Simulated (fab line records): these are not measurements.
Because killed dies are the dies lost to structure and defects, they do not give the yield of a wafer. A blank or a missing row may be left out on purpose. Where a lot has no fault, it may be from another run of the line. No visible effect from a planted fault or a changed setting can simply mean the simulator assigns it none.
One fault seen from 2 desks ; flow berkeley cmos170 ; what lay behind the numbers comes last; until then each desk has only its own

TOOL OWNER'S DESK, furnace-02
At UCB170_GATE_ANNEAL_03 (time 1800 s), the tool's own readings, given per lot that ran on this tool as the mean of the sampled wafers with a number. Marked OUT: a lot whose mean sits more than 4 standard deviations from the usual mean, which makes it out of limits; the brackets give that distance.
Columns: A = spike tc centre C at UCB170_GATE_ANNEAL_03, usual 902.9 C; B = tube center temp C at UCB170_GATE_ANNEAL_03, usual 900.01 C; C = tube_center_temp_C_max at UCB170_GATE_ANNEAL_03, usual 902.4
lot;first seen here;A;B;C
L918;day 7 09:06;902.4;900.07;902.5
L919;day 7 09:06;903.9;900.04;902.6
L920;day 7 09:06;904.2;900.04;902.2
L926;day 8 23:59;909.5 (+6.0) OUT;905.87 (+68) OUT;908.3 (+15) OUT
L927;day 8 23:59;908.8 (+5.4) OUT;905.88 (+68) OUT;908.6 (+16) OUT
This desk finds L926, L927 out of limits, L926 being first, at day 8 23:59 (spike tc centre C at UCB170_GATE_ANNEAL_03). L918, L919, L920 stayed within limits.

AT THE METROLOGY DESK
What the gauges read for every lot (on any tool): the sampled wafers with a number, averaged. Marked OUT: a lot whose mean sits more than 4 standard deviations from the usual mean, which makes it out of limits; the brackets give that distance.
Columns: A = PFIELD_TW at UCB170_PFIELD_TW_MEAS_09, usual 604
lot;first seen here;A
L916;day 5 00:22;609
L919;day 5 13:30;590
L920;day 5 13:39;608
L918;day 5 13:46;592
L926;day 6 22:24;596
L927;day 6 23:14;612
L933;day 8 02:22;601
L932;day 8 03:05;602
L930;day 8 03:23;596
L931;day 8 03:38;611
L935;day 8 19:52;595
L934;day 8 20:01;593
L938;day 9 14:00;608
L939;day 9 14:37;613
This desk found nothing out of limits on any of the 14 lots.

BROUGHT TOGETHER
At day 8 23:59, on L926, L927, the tool owner's desk was in a position to raise an alarm.
From the metrology desk's view, nothing was out of limits.
The metrology desk has L926, L927 on record, within its limits.
Of the lots named, all ran UCB170_GATE_ANNEAL_03 on furnace-02.

WHAT HAD BEEN PUT IN BY THE SIMULATOR
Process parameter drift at UCB170_GATE_ANNEAL_03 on furnace-02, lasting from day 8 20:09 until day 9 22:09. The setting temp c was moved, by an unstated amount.
Lots struck among those shown: L926, L927.
Time in hours from fault onset to the first out-of-limits reading at each desk: the tool owner's desk, 4.
